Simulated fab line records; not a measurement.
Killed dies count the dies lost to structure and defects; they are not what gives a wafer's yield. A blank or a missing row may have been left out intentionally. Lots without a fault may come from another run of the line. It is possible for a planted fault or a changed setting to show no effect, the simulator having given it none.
Chamber matching | flow rit-cmos | RIT_GATE_ETCH_19 on rie-si-02: 4 sister chambers
The step etches poly-Si in SF6/CHF3/O2, stops on SiO2, time 165 s, target depth 312.5 nm. 8 wafers are shown with their chamber, then 7 later ones without.

WAFERS PAIRED WITH THEIR CHAMBERS
wafer  | chamber | throttle-valve-pct (%) | drypump-motor-current-A (A)
L813.4 | 3       | 10.45                  | 6.1
L815.6 | 0       | 10.48                  | 5.9
L819.4 | 1       | 10.33                  | 5.8
L819.6 | 0       | 10.48                  | 6.0
L821.1 | 2       | 10.08                  | 6.3
L821.5 | 2       | 10.09                  | 6.2
L821.6 | 1       | 10.34                  | 5.8
L823.1 | 3       | 10.45                  | 6.1

WAFERS WHOSE CHAMBER IS MISSING
wafer  | throttle-valve-pct (%) | drypump-motor-current-A (A)
L823.2 | 10.34                  | 5.8
L823.6 | 10.51                  | 6.0
L827.1 | 10.09                  | 6.2
L827.3 | 10.33                  | 5.8
L829.1 | 10.44                  | 6.1
L829.2 | 10.09                  | 6.2
L829.5 | 10.43                  | 6.1

WHICH CHAMBER EACH ONE RAN IN
wafer  | from the rows above | in truth
L823.2 | 1                   | 1
L823.6 | 0                   | 0
L827.1 | 2                   | 2
L827.3 | 1                   | 1
L829.1 | 3                   | 3
L829.2 | 2                   | 2
L829.5 | 3                   | 3
7 of 7 placed correctly. Can't be placed from these rows: 0. Number placed wrongly: 0.
How it was worked out, from the rows above alone: a wafer's distance from a chamber is the root of the sum, over the readings, of the square of ((its reading less the chamber's mean) divided by the reading's scatter). The wafer belongs to the nearest chamber; if the next one is less than 2 further off, it can't be placed. For every chamber, the mean is computed from those of its wafers that are shown. The scatter: the root of (the sum of the squares of (reading less its chamber's mean) over the shown wafers, divided by (wafers less chambers)).
